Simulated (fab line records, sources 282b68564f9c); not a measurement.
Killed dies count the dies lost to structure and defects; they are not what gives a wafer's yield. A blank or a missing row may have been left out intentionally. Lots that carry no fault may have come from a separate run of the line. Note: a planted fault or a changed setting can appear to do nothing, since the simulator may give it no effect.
Problem report in the 8D (eight disciplines) form, filled by code	flow rit cmos	the parts of the form that need people (team, actions taken, sign-off) are left out

## 1. WHAT IS WRONG
Mean of spin speed rpm at RIT_PLDD_COAT_01: 3366.8 rpm across 6 wafers in 2 lots; on wafers with no fault it is 3249.9 rpm (standard deviation 2.2). That is +53 standard deviations from the usual mean.
The step: resist thk 1000 nm.
First seen on wafer L184.1, day 5 20:10, on litho track-04. The record holds 42 wafers of 14 lots with a number at this step. The rule behind "out" and "out of limits": a value lying over 4 standard deviations away from the usual mean. The rest of the wafers with a number are treated as sound.

## 2. WHAT IT IS, WHAT IT ISN'T
question	is	is not
which readings at this step	spin speed rpm	-
which lots	L184, L186	L169, L170, L171, L172, L173, L175, L178, L179, L180, L189, L190, L192
which wafers of those lots	all that have a number	-
read on which tools	litho track-04	litho track-01, litho track-02
when	from day 5 20:10	up to then (27 sound wafers); but 9 sound wafers of L189, L190, L192 came after

## 3. WHAT RULES OUT EACH SUSPECT
Counting: a tool at a process step up to the reading stays a suspect if it ran every lot that is out and no sound lot after the first of them.
- litho track-04 at RIT_PLDD_COAT_01 (resist thk 1000 nm): kept. Every lot that is out went through it, starting with L184 (day 5 20:10), and after that it ran no sound lot; the last sound lot it ran before then is L180 (day 5 01:52). Its own spin speed rpm readings are out on those wafers.
The count leaves litho track-04 at RIT_PLDD_COAT_01.

## 4. THE CAUSE (what the simulator had put in)
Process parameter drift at RIT_PLDD_COAT_01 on litho track-04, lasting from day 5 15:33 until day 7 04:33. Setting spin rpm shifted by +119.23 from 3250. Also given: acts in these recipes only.
Counting left only this tool.

## 5. THE CHAIN OF EFFECTS, in route order
Rows list readings where the struck wafers' mean (over those with a number) sits beyond 3 standard deviations from the usual. Only readings for which the record gives a usual standard deviation are gone through. hours: the time from each lot's start at the first step in this table that gives one to its start at this step, as a median over the lots. sigmas: the change in usual standard deviations.
hours	step	reading	usual	on struck wafers	change	sigmas
0	RIT_PLDD_COAT_01	spin speed rpm	3249.9 rpm	3366.8	+116.9	+53
Process steps it contains:
- RIT_PLDD_COAT_01: resist thk 1000 nm.

## 6. WHAT WOULD HAVE CAUGHT IT SOONER
In this record the first reading out of limits was taken at day 5 20:10, 5 hours after the fault began at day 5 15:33.
